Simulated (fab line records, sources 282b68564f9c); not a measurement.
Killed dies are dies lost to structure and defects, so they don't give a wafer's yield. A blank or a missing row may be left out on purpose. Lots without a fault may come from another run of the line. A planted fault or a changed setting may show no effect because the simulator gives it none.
fab line records | flow rit_cmos
record lots=6 wafers=18 last_day=7
route steps=202 shown NWELL@31 PWELL@39
lots that met no fault: from a run of the same line without faults
start_h: hours from the record's first day to the start of the lot's first wafer shown | wait_h: hours since the lot's step before | " the same as in the row above | L1.1+2: a row that stands for several wafers | - no value, or no start given | * or withheld: withheld | < > ~ a bound
route shown NAME@n: a module of which the file shows steps, and the number in the route of the first | usual: mean/standard deviation of fault-free wafers | same: alike in all rows | chamber/n: place in a boat | sites: the reading at each site | _std_site: their standard deviation | _edge_site: outer sites' mean less inner sites' | radius_mm: how far each site lies from the wafer's centre | mask NAME#n: copy n | behind: the tool/chamber that last shaped the wafer | hold: why the lot was held/for how many hours/how that ended | device: the transistor (n, p or np) that didn't switch | end of line: the same wafers' tests at the end of the route | a step without rows: its recipe alone | killed: dies lost to structure and defects at the first sort, not the wafer's yield | map: a wafer's dies, x killed, . not, _ none there
set.NAME: the setting as run; set.NAME@STEP: as run at that earlier step | model.NAME: the simulator's own value behind a step, which no gauge read
lots at some steps of the route; a table a step, a row a wafer
services: from which hour (start_h, from the record's first day; less than 0 if before it) a tool's chamber was out of use, for how many hours, and why
## steps
# step RIT_NWELL_EXPOSE_03
# recipe mask_id=M2 na=0.57 target_cd_nm=43900 dose_mj=250
# step RIT_NWELL_PEB_04
# recipe resist=NOVOLAK temp_c=withheld time_s=withheld
# step RIT_NWELL_DEVELOP_05
# recipe resist=NOVOLAK develop_time_s=68 dev_temp_c=23
# step RIT_NWELL_OVL_MEAS_06
# usual NWELL_OVL=0.8/1.4
# columns lot.wafer tool chamber start_h wait_h NWELL_OVL[nm]
L402.1 overlay-01 - 20.60 - 1.3
L402.3 " - " " -0.7
L402.5 " - " " 2.6
L411.1 overlay-02 - 65.39 - -1.1
L411.2 " - " " -2.5
L411.5 " - " " -1.7
L420.1 overlay-02 - 111.46 - -0.1
L420.5 " - " " 0.1
L420.6 " - " " -1.4
L421.4 overlay-01 - 115.24 - 1.8
L421.5 " - " " 1.8
L421.6 " - " " 1.5
L424.1 overlay-02 - 131.28 - -0.5
L424.4 " - " " 0.1
L424.6 " - " " -0.6
L425.2 overlay-02 - 135.29 - -0.7
L425.4 " - " " -1.6
L425.6 " - " " 0.4
# step RIT_NWELL_HARDBAKE_07
# recipe resist=NOVOLAK temp_c=140 time_s=120
# step RIT_NWELL_IMPLANT_08
# recipe species=P energy_kev=170 dose_cm2=5e+13 tilt_deg=7
# step RIT_NWELL_STRIP_09
# recipe chemistry=O2 time_s=180 resist=NOVOLAK platen_temp_c=withheld power_w=500 pressure_mtorr=4000 o2_flow_sccm=4000
# usual drypump_motor_current_A=5.7/0.44 rf_refl_power_W=5.4/0.75
# columns lot.wafer tool chamber start_h wait_h drypump_motor_current_A rf_hours_counter_h rf_refl_power_W
L402.1 plasma_asher-03 0 21.03 0.1 6.1 36 6.3
L402.3 " 1 " " 5.5 - 4.7
L402.5 " 0 " " 6.0 - 6.1
L411.1 plasma_asher-04 0 65.83 0.1 5.7 42 6.2
L411.2 " 1 " " 5.0 42 6.0
L411.5 " 1 " " 5.0 - 6.0
L420.1 plasma_asher-01 0 111.89 0.1 5.6 45 4.6
L420.5 " 0 " " 5.6 - 4.6
L420.6 " 1 " " 6.3 - 4.9
L421.4 plasma_asher-01 0 115.71 0.1 5.6 - 4.6
L421.5 " 1 " " 6.3 - 4.5
L421.6 " 0 " " 5.6 - 4.4
L424.1 plasma_asher-03 1 131.72 0.1 5.5 1 4.9
L424.4 " 1 " " 5.5 - 4.8
L424.6 " 0 " " 6.1 - 6.3
L425.2 plasma_asher-03 0 135.72 0.1 6.1 2 6.1
L425.4 " 0 " " 6.0 - 6.2
L425.6 " 1 " " 5.5 - 4.9
# step RIT_NWELL_TW_MEAS_10
# usual NWELL_TW=2129/20
# columns lot.wafer tool chamber start_h wait_h NWELL_TW
L402.1 film_metro-02 - 21.21 0.1 2112
L402.3 " - " " 2108
L402.5 " - " " 2104
L411.1 film_metro-01 - 66.00 0.1 2137
L411.2 " - " " 2143
L411.5 " - " " 2142
L420.1 film_metro-02 - 112.07 0.1 2099
L420.5 " - " " 2103
L420.6 " - " " 2096
L421.4 film_metro-02 - 115.86 0.1 2121
L421.5 " - " " 2118
L421.6 " - " " 2127
L424.1 film_metro-02 - 131.90 0.1 2118
L424.4 " - " " 2103
L424.6 " - " " 2097
L425.2 film_metro-01 - 135.90 0.1 2113
L425.4 " - " " 2121
L425.6 " - " " 2123
# step RIT_PWELL_HMDS_00
# recipe prime_time_s=60 prime_temp_c=140
# step RIT_PWELL_COAT_01
# recipe resist=NOVOLAK spin_rpm=2000 resist_thk_nm=1300
# step RIT_PWELL_SOFTBAKE_02
# recipe resist=NOVOLAK temp_c=90 time_s=61.64
# usual plate_sensor_t_centre_C=90.968/0.01 plate_sensor_t_edge_C=91.021/0.011
# columns lot.wafer tool chamber start_h wait_h plate_sensor_t_centre_C plate_sensor_t_edge_C
L402.1 litho_track-03 0 21.57 0.1 90.975 91.018
L402.3 " 0 " " 90.959 91.017
L402.5 " 0 " " 90.964 91.024
L411.1 litho_track-03 0 66.36 0.1 90.958 91.019
L411.2 " 0 " " 90.971 91.008
L411.5 " 0 " " 90.971 91.022
L420.1 litho_track-03 0 112.43 0.1 90.963 91.012
L420.5 " 0 " " 90.969 91.016
L420.6 " 0 " " 90.966 91.023
L421.4 litho_track-02 0 116.26 0.1 90.954 91.021
L421.5 " 0 " " 90.973 91.018
L421.6 " 0 " " 90.973 91.008
L424.1 litho_track-02 0 132.26 0.1 90.984 91.026
L424.4 " 0 " " 90.951 91.007
L424.6 " 0 " " 90.976 91.017
L425.2 litho_track-02 0 136.28 0.1 90.966 91.023
L425.4 " 0 " " 90.981 91.033
L425.6 " 0 " " 90.964 91.016
# step RIT_PWELL_EXPOSE_03
# recipe mask_id=M3 na=0.57 target_cd_nm=43700 dose_mj=250
# step RIT_PWELL_PEB_04
# recipe resist=NOVOLAK temp_c=withheld time_s=withheld
# usual chill_plate_temp_C=* exhaust_pa=44.8/0.8
# columns lot.wafer tool chamber start_h wait_h chill_plate_temp_C exhaust_pa
L402.1 litho_track-03 0 21.84 0.1 * 44.4
L402.3 " 0 " " * 45.0
L402.5 " 0 " " * 44.7
L411.1 litho_track-03 0 66.76 0.1 * 45.1
L411.2 " 0 " " * 45.6
L411.5 " 0 " " * 46.3
L420.1 litho_track-03 - 112.69 0.1 - -
L420.5 " - " " - -
L420.6 " - " " - -
L421.4 litho_track-03 - 116.53 0.1 - -
L421.5 " - " " - -
L421.6 " - " " - -
L424.1 litho_track-02 0 132.66 0.1 * 44.7
L424.4 " 0 " " * 44.1
L424.6 " 0 " " * 44.5
L425.2 litho_track-01 0 136.67 0.1 * 45.2
L425.4 " 0 " " * 44.8
L425.6 " 0 " " * 46.8
# step RIT_PWELL_DEVELOP_05
# recipe resist=NOVOLAK develop_time_s=68 dev_temp_c=23
## services
# columns tool chamber start_h hours kind
plasma_asher-03 - 108.75 9.0 pm
plasma_asher-03 0 108.75 9.0 vent_cycle
plasma_asher-03 1 108.75 9.0 vent_cycle
plasma_asher-03 0 117.75 - clean
plasma_asher-03 1 117.75 - clean
## key
first_sign step=RIT_PWELL_PEB_04 reading=tool_record direction=missing
effect none on later readings
met_at RIT_PWELL_PEB_04
struck_wafers L420.1,L420.5,L420.6,L421.4,L421.5,L421.6
sort_left_out L420.1,L420.5,L420.6,L421.4,L421.5,L421.6
tester_left_out L420,L421
onset_between 66.76 112.69
fault kind=skipped_step_whole tool=litho_track-03 chamber=- onset_h=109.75 steps=RIT_PWELL_PEB_04 scope=struck_lots_only
# tester_left_out: of these lots the tester's yield and bins aren't shown, on N5 and GAA mostly nor the transistor test; their killed dies are dies lost to structure and defects alone, not to doping, threshold or leakage, so they don't give the yield
# sort_left_out: the simulated sort isn't trusted on such a fault, so these wafers' sort isn't shown, and their yield isn't known
